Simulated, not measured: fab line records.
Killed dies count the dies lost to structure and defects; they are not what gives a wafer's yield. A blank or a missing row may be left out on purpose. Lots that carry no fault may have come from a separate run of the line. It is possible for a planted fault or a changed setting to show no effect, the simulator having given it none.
The tool behind it: which one? :: flow berkeley cmos170 :: Sampling: 14 lots, 42 wafers, 6 of 331 route steps

WHAT THE GAUGES READ, wafer by wafer
UCB170_PSD_TW_MEAS_10.
lot: L163
measured: day 8 01:17
on: film metro-03
PSD_TW: 2382 2385 2377

lot: L164
measured: day 8 15:38
on: film metro-03
PSD_TW: 2383 2383 2380

lot: L165
measured: day 8 15:55
on: film metro-04
PSD_TW: 2340 2331 2341

lot: L166
measured: day 8 16:12
on: film metro-03
PSD_TW: 2391 2384 2383

lot: L167
measured: day 8 16:00
on: film metro-02
PSD_TW: 2375 2377 2369

lot: L172
measured: day 10 00:16
on: film metro-03
PSD_TW: 2397 2393 2384

lot: L174
measured: day 10 08:03
on: film metro-03
PSD_TW: 2387 2394 2391

lot: L175
measured: day 10 08:01
on: film metro-04
PSD_TW: 2317 2329 2314

lot: L178
measured: day 11 00:16
on: film metro-03
PSD_TW: 2404 2400 2396

lot: L179
measured: day 10 23:56
on: film metro-02
PSD_TW: 2389 2394 2373

lot: L182
measured: day 12 04:10
on: film metro-02
PSD_TW: 2378 2380 2374

lot: L184
measured: day 12 04:14
on: film metro-03
PSD_TW: 2402 2387 2407

lot: L185
measured: day 12 13:51
on: film metro-04
PSD_TW: 2325 2328 2322

lot: L186
measured: day 12 14:05
on: film metro-02
PSD_TW: 2368 2368 2355

UCB170_SDANNEAL_RS_MEAS_04: the measuring method here is four-point-probe.
lot: L163
measured: day 8 06:24
on: film metro-04
PLDD_RS (ohm/sq): 1031.9 1031.3 1029.9

lot: L164
measured: day 8 18:38
on: film metro-04
PLDD_RS (ohm/sq): 1030.8 1029.4 1031.1

lot: L165
measured: day 8 19:24
on: film metro-04
PLDD_RS (ohm/sq): 1033.4 1034.5 1032.8

lot: L166
measured: day 8 20:16
on: film metro-02
PLDD_RS (ohm/sq): 1035.0 1033.2 1032.6

lot: L167
measured: day 8 19:50
on: film metro-03
PLDD_RS (ohm/sq): 1034.8 1033.8 1034.1

lot: L172
measured: day 10 05:04
on: film metro-03
PLDD_RS (ohm/sq): 1034.1 1033.1 1029.2

lot: L174
measured: day 10 15:31
on: film metro-03
PLDD_RS (ohm/sq): 936.7 936.0 942.1 938.2 937.3 939.6

lot: L175
measured: day 10 15:20
on: film metro-02
PLDD_RS (ohm/sq): 940.9 943.4 939.4 940.0 944.9 941.7

lot: L178
measured: day 11 03:41
on: film metro-02
PLDD_RS (ohm/sq): 1030.4 1030.4 1030.4

lot: L179
measured: day 11 03:11
on: film metro-02
PLDD_RS (ohm/sq): 1033.4 1032.0 1035.5

lot: L182
measured: day 12 07:32
on: film metro-03
PLDD_RS (ohm/sq): 1029.5 1032.6 1034.1

lot: L184
measured: day 12 07:20
on: film metro-02
PLDD_RS (ohm/sq): 1035.6 1035.1 1034.9

lot: L185
measured: day 12 16:47
on: film metro-03
PLDD_RS (ohm/sq): 1036.0 1031.7 1033.5

lot: L186
measured: day 12 17:19
on: film metro-04
PLDD_RS (ohm/sq): 1026.4 1029.4 1029.7

UCB170_SDANNEAL_RS_MEAS_05: the measuring method here is four-point-probe.
lot: L163
measured: day 8 06:31
on: film metro-04
NLDD_RS (ohm/sq): 616.2 615.7 614.2

lot: L164
measured: day 8 18:46
on: film metro-04
NLDD_RS (ohm/sq): 615.9 615.0 614.8

lot: L165
measured: day 8 19:31
on: film metro-04
NLDD_RS (ohm/sq): 616.3 616.8 616.1

lot: L166
measured: day 8 20:23
on: film metro-02
NLDD_RS (ohm/sq): 614.5 616.9 614.4

lot: L167
measured: day 8 19:57
on: film metro-03
NLDD_RS (ohm/sq): 618.0 616.4 617.3

lot: L172
measured: day 10 05:11
on: film metro-03
NLDD_RS (ohm/sq): 616.5 617.8 617.4

lot: L174
measured: day 10 17:08
on: film metro-03
NLDD_RS (ohm/sq): 607.5 608.5 609.5 609.0 607.8 608.9

lot: L175
measured: day 10 22:08
on: film metro-02
NLDD_RS (ohm/sq): 608.9 609.4 608.3 609.1 609.6 609.0

lot: L178
measured: day 11 03:49
on: film metro-02
NLDD_RS (ohm/sq): 616.0 617.1 617.4

lot: L179
measured: day 11 03:18
on: film metro-02
NLDD_RS (ohm/sq): 618.9 618.3 618.1

lot: L182
measured: day 12 07:40
on: film metro-03
NLDD_RS (ohm/sq): 617.9 617.3 617.1

lot: L184
measured: day 12 07:27
on: film metro-02
NLDD_RS (ohm/sq): 618.7 617.8 617.4

lot: L185
measured: day 12 16:54
on: film metro-03
NLDD_RS (ohm/sq): 615.4 616.3 616.6

lot: L186
measured: day 12 17:26
on: film metro-04
NLDD_RS (ohm/sq): 616.2 614.4 614.7

UCB170_V1_THK_MEAS_01.
lot: L163
measured: day 8 14:47
on: film metro-01
V1_TEOS_THK (nm): 1961 2036 1973

lot: L164
measured: day 9 08:57
on: film metro-04
V1_TEOS_THK (nm): 1957 1994 2025

lot: L165
measured: day 9 10:17
on: film metro-02
V1_TEOS_THK (nm): 1933 1976 1996

lot: L166
measured: day 9 10:22
on: film metro-04
V1_TEOS_THK (nm): 1986 1972 2013

lot: L167
measured: day 9 10:18
on: film metro-04
V1_TEOS_THK (nm): 1987 2101 1998

lot: L172
measured: day 10 15:21
on: film metro-04
V1_TEOS_THK (nm): 1975 1991 2087

lot: L174
measured: day 11 04:31
on: film metro-04
V1_TEOS_THK (nm): 1993 2061 2012

lot: L175
measured: day 11 13:22
on: film metro-01
V1_TEOS_THK (nm): 1939 1998 2074

lot: L178
measured: day 11 14:55
on: film metro-04
V1_TEOS_THK (nm): 2010 2012 2040

lot: L179
measured: day 11 13:36
on: film metro-02
V1_TEOS_THK (nm): 1939 1979 2026

lot: L182
measured: day 12 19:24
on: film metro-02
V1_TEOS_THK (nm): 2014 2005 1993

lot: L184
measured: day 12 19:23
on: film metro-01
V1_TEOS_THK (nm): 1917 1969 2023

lot: L185
measured: day 13 03:17
on: film metro-01
V1_TEOS_THK (nm): 1932 1963 2037

lot: L186
measured: day 13 01:57
on: film metro-04
V1_TEOS_THK (nm): 2044 1997 2028

WHICH TOOL RAN EACH LOT (tool, then ch and the chambers of the sampled wafers, then the start)
lot: L163
UCB170_SPACER_ANNEAL_02: furnace-02 ch 0, day 7 21:57
UCB170_M1_ETCH_11: rie diel-01 ch 0,3, day 8 12:54

lot: L164
UCB170_SPACER_ANNEAL_02: furnace-02 ch 0, day 8 12:49
UCB170_M1_ETCH_11: rie diel-01 ch 0,1,3, day 9 07:04

lot: L165
UCB170_SPACER_ANNEAL_02: furnace-02 ch 0, day 8 12:49
UCB170_M1_ETCH_11: rie diel-02 ch 0,3, day 9 07:47

lot: L166
UCB170_SPACER_ANNEAL_02: furnace-02 ch 0, day 8 12:49
UCB170_M1_ETCH_11: rie diel-01 ch 0,1, day 9 07:58

lot: L167
UCB170_SPACER_ANNEAL_02: furnace-02 ch 0, day 8 12:49
UCB170_M1_ETCH_11: rie diel-04 ch 0,1,2, day 9 07:41

lot: L172
UCB170_SPACER_ANNEAL_02: furnace-01 ch 0, day 9 21:25
UCB170_M1_ETCH_11: rie diel-02 ch 1,2, day 10 13:26

lot: L174
UCB170_SPACER_ANNEAL_02: furnace-02 ch 0, day 10 04:43
UCB170_M1_ETCH_11: rie diel-01 ch 2,3, day 11 02:23

lot: L175
UCB170_SPACER_ANNEAL_02: furnace-02 ch 0, day 10 04:43
UCB170_M1_ETCH_11: rie diel-04 ch 2,3, day 11 11:29

lot: L178
UCB170_SPACER_ANNEAL_02: furnace-01 ch 0, day 10 20:46
UCB170_M1_ETCH_11: rie diel-02 ch 0,1,3, day 11 12:19

lot: L179
UCB170_SPACER_ANNEAL_02: furnace-01 ch 0, day 10 20:46
UCB170_M1_ETCH_11: rie diel-02 ch 0,1,2, day 11 10:41

lot: L182
UCB170_SPACER_ANNEAL_02: furnace-01 ch 0, day 12 00:29
UCB170_M1_ETCH_11: rie diel-04 ch 0,1,3, day 12 17:07

lot: L184
UCB170_SPACER_ANNEAL_02: furnace-01 ch 0, day 12 00:29
UCB170_M1_ETCH_11: rie diel-02 ch 1,2,3, day 12 16:56

lot: L185
UCB170_SPACER_ANNEAL_02: furnace-01 ch 0, day 12 10:26
UCB170_M1_ETCH_11: rie diel-04 ch 3, day 13 00:20

lot: L186
UCB170_SPACER_ANNEAL_02: furnace-01 ch 0, day 12 10:26
UCB170_M1_ETCH_11: rie diel-02 ch 0,1,2, day 13 00:04
- UCB170_SPACER_ANNEAL_02: time 1800 s.
- UCB170_M1_ETCH_11: etches BARC in N2/H2.

AS READ BY THE TOOLS THEMSELVES (means over the sampled wafers that have a number; for cases with no such wafer, the mark the record gives instead)
UCB170_SPACER_ANNEAL_02.
lot: L163
tool: furnace-02
spike tc centre C (C): 901.4
spike tc load C (C): 924.1
spike tc source C (C): 922.2
tube center temp C (C): 899.95
tube_center_temp_C_max: 902.3
zone power load pct (%): 26.6

lot: L164
tool: furnace-02
spike tc centre C (C): 903.0
spike tc load C (C): 924.9
spike tc source C (C): 921.4
tube center temp C (C): 900.08
tube_center_temp_C_max: 902.3
zone power load pct (%): 26.5

lot: L165
tool: furnace-02
spike tc centre C (C): 902.9
spike tc load C (C): 924.5
spike tc source C (C): 921.1
tube center temp C (C): 900.04
tube_center_temp_C_max: 902.3
zone power load pct (%): 26.5

lot: L166
tool: furnace-02
spike tc centre C (C): 902.3
spike tc load C (C): 924.8
spike tc source C (C): 921.7
tube center temp C (C): 900.01
tube_center_temp_C_max: 902.5
zone power load pct (%): 26.5

lot: L167
tool: furnace-02
spike tc centre C (C): 902.1
spike tc load C (C): 923.8
spike tc source C (C): 921.4
tube center temp C (C): 900.00
tube_center_temp_C_max: 902.4
zone power load pct (%): 26.6

lot: L172
tool: furnace-01
spike tc centre C (C): 902.5
spike tc load C (C): 924.6
spike tc source C (C): 927.8
tube center temp C (C): 899.92
tube_center_temp_C_max: 902.2
zone power load pct (%): 26.8

lot: L174
tool: furnace-02
spike tc centre C (C): 932.2
spike tc load C (C): 954.8
spike tc source C (C): 952.6
tube center temp C (C): 929.94
tube_center_temp_C_max: 932.2
zone power load pct (%): 28.5

lot: L175
tool: furnace-02
spike tc centre C (C): 932.7
spike tc load C (C): 954.1
spike tc source C (C): 952.6
tube center temp C (C): 930.00
tube_center_temp_C_max: 932.1
zone power load pct (%): 28.8

lot: L178
tool: furnace-01
spike tc centre C (C): 901.0
spike tc load C (C): 926.1
spike tc source C (C): 927.5
tube center temp C (C): 900.03
tube_center_temp_C_max: 902.3
zone power load pct (%): 26.7

lot: L179
tool: furnace-01
spike tc centre C (C): 902.6
spike tc load C (C): 925.3
spike tc source C (C): 927.9
tube center temp C (C): 899.97
tube_center_temp_C_max: 902.4
zone power load pct (%): 26.8

lot: L182
tool: furnace-01
spike tc centre C (C): 902.4
spike tc load C (C): 925.4
spike tc source C (C): 927.8
tube center temp C (C): 899.97
tube_center_temp_C_max: 902.0
zone power load pct (%): 27.2

lot: L184
tool: furnace-01
spike tc centre C (C): 901.5
spike tc load C (C): 926.0
spike tc source C (C): 927.0
tube center temp C (C): 899.94
tube_center_temp_C_max: 902.3
zone power load pct (%): 26.7

lot: L185
tool: furnace-01
spike tc centre C (C): 901.5
spike tc load C (C): 925.0
spike tc source C (C): 928.9
tube center temp C (C): 900.04
tube_center_temp_C_max: 902.0
zone power load pct (%): 26.5

lot: L186
tool: furnace-01
spike tc centre C (C): 901.9
spike tc load C (C): 925.9
spike tc source C (C): 926.8
tube center temp C (C): 899.97
tube_center_temp_C_max: 902.5
zone power load pct (%): 26.9

UCB170_M1_ETCH_11.
lot: L163
tool: rie diel-01
drypump motor current A (A): 5.2
oes product au (a.u.): 0.97
throttle valve pct (%): 13.12

lot: L164
tool: rie diel-01
drypump motor current A (A): 5.2
oes product au (a.u.): 0.97
throttle valve pct (%): 13.32

lot: L165
tool: rie diel-02
drypump motor current A (A): 5.9
oes product au (a.u.): 1.01
throttle valve pct (%): 13.53

lot: L166
tool: rie diel-01
drypump motor current A (A): 5.3
oes product au (a.u.): 0.95
throttle valve pct (%): 13.30

lot: L167
tool: rie diel-04
drypump motor current A (A): 6.0
oes product au (a.u.): 0.98
throttle valve pct (%): 13.39

lot: L172
tool: rie diel-02
drypump motor current A (A): 5.3
oes product au (a.u.): 0.97
throttle valve pct (%): 13.32

lot: L174
tool: rie diel-01
drypump motor current A (A): 5.1
oes product au (a.u.): 1.01
throttle valve pct (%): 13.26

lot: L175
tool: rie diel-04
drypump motor current A (A): 5.4
oes product au (a.u.): 0.98
throttle valve pct (%): 13.33

lot: L178
tool: rie diel-02
drypump motor current A (A): 5.7
oes product au (a.u.): 1.00
throttle valve pct (%): 13.44

lot: L179
tool: rie diel-02
drypump motor current A (A): 5.7
oes product au (a.u.): 0.99
throttle valve pct (%): 13.36

lot: L182
tool: rie diel-04
drypump motor current A (A): 5.8
oes product au (a.u.): 0.97
throttle valve pct (%): 13.31

lot: L184
tool: rie diel-02
drypump motor current A (A): 5.4
oes product au (a.u.): 0.98
throttle valve pct (%): 13.42

lot: L185
tool: rie diel-04
drypump motor current A (A): 5.3
oes product au (a.u.): 0.96
throttle valve pct (%): 13.27

lot: L186
tool: rie diel-02
drypump motor current A (A): 5.7
oes product au (a.u.): 1.00
throttle valve pct (%): 13.36

THE ANSWER, worked out from the rows above alone
Rule: the usual values come from the lots themselves. Put in order of their means at a reading, lots are off if they are a third of the lots or fewer, leave a main group of 4 or more, and stand apart from it by a gap of 3 or more times the standard deviation of the main group's means; of several such gaps the widest counts. A main group is skipped when, at the precision printed for the reading in the tables above, its means are all equal. A lot without any number at a reading at which 4 lots or more have one is off too. The other lots that the step has rows for count as sound. The gauges are gone through in route order, then the tools' own readings, and for those a lot's mean is taken as printed above. At the first step where some lot is off, the reading lying furthest off is the one used; lots without a number count as furthest.
Off: L174, L175, seen at UCB170_SDANNEAL_RS_MEAS_04 (PLDD_RS). Mean 1032.4 ohm/sq and standard deviation 1.9 in the main group.
If a tool, at a process step before that reading, ran all the lots that are off and no sound lot after the first of them, it fits. The gauges at UCB170_SDANNEAL_RS_MEAS_04 aren't tried: what is off there is off at UCB170_SPACER_ANNEAL_02 too, on other tools, and a gauge's error can't cause that. One fits: UCB170_SPACER_ANNEAL_02 on furnace-02. A fault onset in the window from L164 (day 8 12:49, its last sound lot) to L174 (day 10 04:43, its first lot off) fits.
The tool's own readings at UCB170_SPACER_ANNEAL_02 bear it out: on the lots that are off they differ by more than 5 times the standard deviation of the sound lots' means. spike tc centre C reads 932.5 C there against 902.1 C on the sound lots; spike tc load C reads 954.5 C there against 925.0 C on the sound lots; spike tc source C reads 952.6 C there against 925.1 C on the sound lots; tube center temp C reads 929.97 C there against 899.99 C on the sound lots; tube_center_temp_C_max reads 932.2 there against 902.3 on the sound lots; zone power load pct reads 28.6 % there against 26.7 % on the sound lots.

WHAT THE SIMULATOR HAD INSERTED
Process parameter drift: furnace-02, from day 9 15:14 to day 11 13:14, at UCB170_SPACER_ANNEAL_02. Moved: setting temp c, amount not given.
Lots struck among those shown: L175, L174. This agrees with what the rule above found.
